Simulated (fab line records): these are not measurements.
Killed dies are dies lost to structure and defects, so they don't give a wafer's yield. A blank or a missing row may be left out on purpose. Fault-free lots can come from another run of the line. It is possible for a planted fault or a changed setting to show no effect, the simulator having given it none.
fab line records ; flow rit_cmos
[record] lots = 14; wafers = 42; last_day = 7
route steps=202 shown GATE@81
lots that met no fault: taken from a fault-free run of the same line
start_h: hours from the record's opening day to when the first of the lot's shown wafers began ; wait_h: hours elapsed since this lot's preceding step ; " the same as in the row above ; L1.1+2: several wafers, shown together as one row ; - no value, or no start was given ; * or withheld: withheld ; < > ~ a bound
route shown NAME@n: a module of which the file shows steps, and the number in the route of the first ; usual: mean and standard deviation over wafers with no fault ; same: alike in all rows ; chamber/n: place in a boat ; sites: readings site by site ; _std_site: the values' standard deviation ; _edge_site: inner sites' mean taken away from outer sites' mean ; radius_mm: how far each site lies from the wafer's centre ; mask NAME#n: copy n ; behind: the last tool/chamber to shape the wafer ; hold: why the lot went on hold/how many hours it stayed there/how the hold came to an end ; device: transistor that didn't switch, given as n, p or np ; end of line: the same wafers' tests at the end of the route ; where a step has no rows: the recipe by itself ; killed: dies that structure and defects cost at the first sort, which is not the same as the wafer's yield ; map: the dies of a wafer, with x for killed, . for not killed, _ for no die there
set.NAME: the setting the step ran with; set.NAME@STEP: the setting that earlier step ran with ; model.NAME: the simulator's own value behind a step, which no gauge read
one table for each step of the route and one row for each wafer, over a sample of lots
services: when a tool's chamber went out of use (start_h, in hours from the record's first day, below 0 if earlier), for how many hours, and the reason
[[steps]]
[step RIT_GATE_OXIDATION_05]
[recipe] temp_c = 900; ambient = O2; target_thk_a = 30; ox_time_s = 274.8
[usual] spike_tc_centre_C = 901.7/1.2; spike_tc_load_C = 924.5/2.5; spike_tc_source_C = 920/4.1; zone_power_load_pct = 27/3.5
lot.wafer;tool;chamber;start_h;wait_h;spike_tc_centre_C;spike_tc_load_C;spike_tc_source_C;zone_power_load_pct
L135.1;furnace-01;0;33.90;0.1;902.2;926.9;920;29
L135.2;furnace-01;0;33.90;0.1;900.7;926.3;919;29
L135.5;furnace-01;0;33.90;0.1;901.4;928.0;922;29
L136.3;furnace-04;0;39.39;0.3;903.9;924.9;924;21
L136.4;furnace-04;0;39.39;0.3;902.7;925.1;926;22
L136.5;furnace-04;0;39.39;0.3;901.9;923.0;924;22
L137.1;furnace-03;0;43.37;0.2;900.4;923.3;915;29
L137.2;furnace-03;0;43.37;0.2;900.6;921.8;915;30
L137.6;furnace-03;0;43.37;0.2;900.6;922.3;915;30
L138.3;furnace-03;0;48.31;1.0;903.6;920.9;916;30
L138.5;furnace-03;0;48.31;1.0;902.5;921.8;916;29
L138.6;furnace-03;0;48.31;1.0;900.0;922.6;916;29
L139.1;furnace-03;0;52.82;0.1;900.5;921.8;914;30
L139.4;furnace-03;0;52.82;0.1;902.3;922.0;915;30
L139.5;furnace-03;0;52.82;0.1;898.8;921.5;915;30
L140.1;furnace-03;0;58.91;0.1;899.8;922.1;916;31
L140.2;furnace-03;0;58.91;0.1;900.8;923.1;917;30
L140.5;furnace-03;0;58.91;0.1;900.2;921.8;916;29
L142.1;furnace-03;0;70.62;1.6;885.5;905.6;899;29
L142.2;furnace-03;0;70.62;1.6;886.4;904.2;900;29
L142.5;furnace-03;0;70.62;1.6;885.7;907.4;900;29
L144.1;furnace-03;0;80.94;1.6;884.9;903.9;901;29
L144.3;furnace-03;0;80.94;1.6;886.9;904.1;899;28
L144.5;furnace-03;0;80.94;1.6;885.8;906.3;899;29
L149.4;furnace-04;0;108.18;2.6;903.1;924.2;926;22
L149.5;furnace-04;0;108.18;2.6;902.3;923.2;926;21
L149.6;furnace-04;0;108.18;2.6;904.7;925.7;925;22
L150.1;furnace-04;0;109.26;0.8;902.2;924.8;924;22
L150.5;furnace-04;0;109.26;0.8;901.8;925.5;924;22
L150.6;furnace-04;0;109.26;0.8;902.8;926.1;923;22
L151.1;furnace-04;0;113.80;0.1;903.0;924.6;924;22
L151.3;furnace-04;0;113.80;0.1;902.1;923.7;924;22
L151.5;furnace-04;0;113.80;0.1;902.1;924.3;924;22
L152.2;furnace-04;0;121.93;2.1;902.1;923.4;926;22
L152.3;furnace-04;0;121.93;2.1;902.6;927.4;926;22
L152.6;furnace-04;0;121.93;2.1;901.5;924.9;923;22
L156.1;furnace-01;0;148.51;6.1;901.8;927.8;921;29
L156.4;furnace-01;0;148.51;6.1;902.2;928.5;921;29
L156.5;furnace-01;0;148.51;6.1;902.1;927.5;921;29
L158.1;furnace-01;0;148.51;0.6;902.6;927.7;922;29
L158.3;furnace-01;0;148.51;0.6;900.4;928.4;921;29
L158.4;furnace-01;0;148.51;0.6;900.5;928.0;922;29
[step RIT_GATE_THK_MEAS_07]
[recipe] reads = SiO2_of_GATE_OXIDATION_05
[usual] GATE_OXIDE_THK = 3.06/0.079
lot.wafer;tool;chamber;start_h;wait_h;GATE_OXIDE_THK[nm]
L135.1;film_metro-04;-;35.23;0.0;3.06
L135.2;film_metro-04;-;35.23;0.0;3.00
L135.5;film_metro-04;-;35.23;0.0;3.01
L136.3;film_metro-02;-;42.07;0.0;2.98
L136.4;film_metro-02;-;42.07;0.0;2.94
L136.5;film_metro-02;-;42.07;0.0;2.95
L137.1;film_metro-02;-;45.20;0.0;3.08
L137.2;film_metro-02;-;45.20;0.0;3.09
L137.6;film_metro-02;-;45.20;0.0;3.06
L138.3;film_metro-01;-;49.65;0.0;3.12
L138.5;film_metro-01;-;49.65;0.0;3.08
L138.6;film_metro-01;-;49.65;0.0;3.16
L139.1;film_metro-01;-;55.13;0.0;3.14
L139.4;film_metro-01;-;55.13;0.0;3.17
L139.5;film_metro-01;-;55.13;0.0;3.15
L140.1;film_metro-02;-;60.47;0.0;3.15
L140.2;film_metro-02;-;60.47;0.0;3.12
L140.5;film_metro-02;-;60.47;0.0;3.12
L142.1;film_metro-01;-;72.99;0.0;2.54
L142.2;film_metro-01;-;72.99;0.0;2.58
L142.5;film_metro-01;-;72.99;0.0;2.65
L144.1;film_metro-04;-;83.58;0.0;2.45
L144.3;film_metro-04;-;83.58;0.0;2.43
L144.5;film_metro-04;-;83.58;0.0;2.46
L149.4;film_metro-04;-;110.60;0.0;3.00
L149.5;film_metro-04;-;110.60;0.0;2.97
L149.6;film_metro-04;-;110.60;0.0;3.07
L150.1;film_metro-02;-;110.82;0.0;3.11
L150.5;film_metro-02;-;110.82;0.0;3.13
L150.6;film_metro-02;-;110.82;0.0;3.09
L151.1;film_metro-04;-;115.36;0.0;3.12
L151.3;film_metro-04;-;115.36;0.0;3.17
L151.5;film_metro-04;-;115.36;0.0;3.13
L152.2;film_metro-01;-;125.20;0.0;3.00
L152.3;film_metro-01;-;125.20;0.0;2.96
L152.6;film_metro-01;-;125.20;0.0;2.98
L156.1;film_metro-02;-;151.15;0.0;2.95
L156.4;film_metro-02;-;151.15;0.0;2.93
L156.5;film_metro-02;-;151.15;0.0;2.90
L158.1;film_metro-04;-;151.15;0.0;3.12
L158.3;film_metro-04;-;151.15;0.0;3.10
L158.4;film_metro-04;-;151.15;0.0;3.09
[[services]]
tool;chamber;start_h;hours;kind
furnace-04;-;63.01;7.1;pm
furnace-03;-;104.57;4.4;pm
furnace-01;-;122.83;3.4;pm
furnace-04;-;139.62;15.9;repair
[[key]]
[first_sign] step = RIT_GATE_OXIDATION_05; reading = spike_tc_centre_C; direction = down; sigmas = 13; usual = 901.7; struck = 885.9
[effect] step = RIT_GATE_OXIDATION_05; reading = spike_tc_load_C; direction = down; sigmas = 7.5; usual = 924.5; struck = 905.3
[effect] step = RIT_GATE_THK_MEAS_07; reading = GATE_OXIDE_THK; direction = down; sigmas = 6.8; usual = 3.06; struck = 2.52
met_at RIT_GATE_OXIDATION_05
struck_lots L142,L144
tester_left_out L142,L144
onset_between 58.91 70.62
[fault] kind = process_parameter_drift; tool = furnace-03; chamber = -; onset_h = 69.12; steps = RIT_GATE_OXIDATION_05; channel = temp_c; offset = *; shape = step; end_h = 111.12; acts_in = *; stated = *
// tester_left_out: of these lots the tester's yield and bins aren't shown, on N5 and GAA mostly nor the transistor test; their killed dies are dies lost to structure and defects alone, not to doping, threshold or leakage, so they don't give the yield
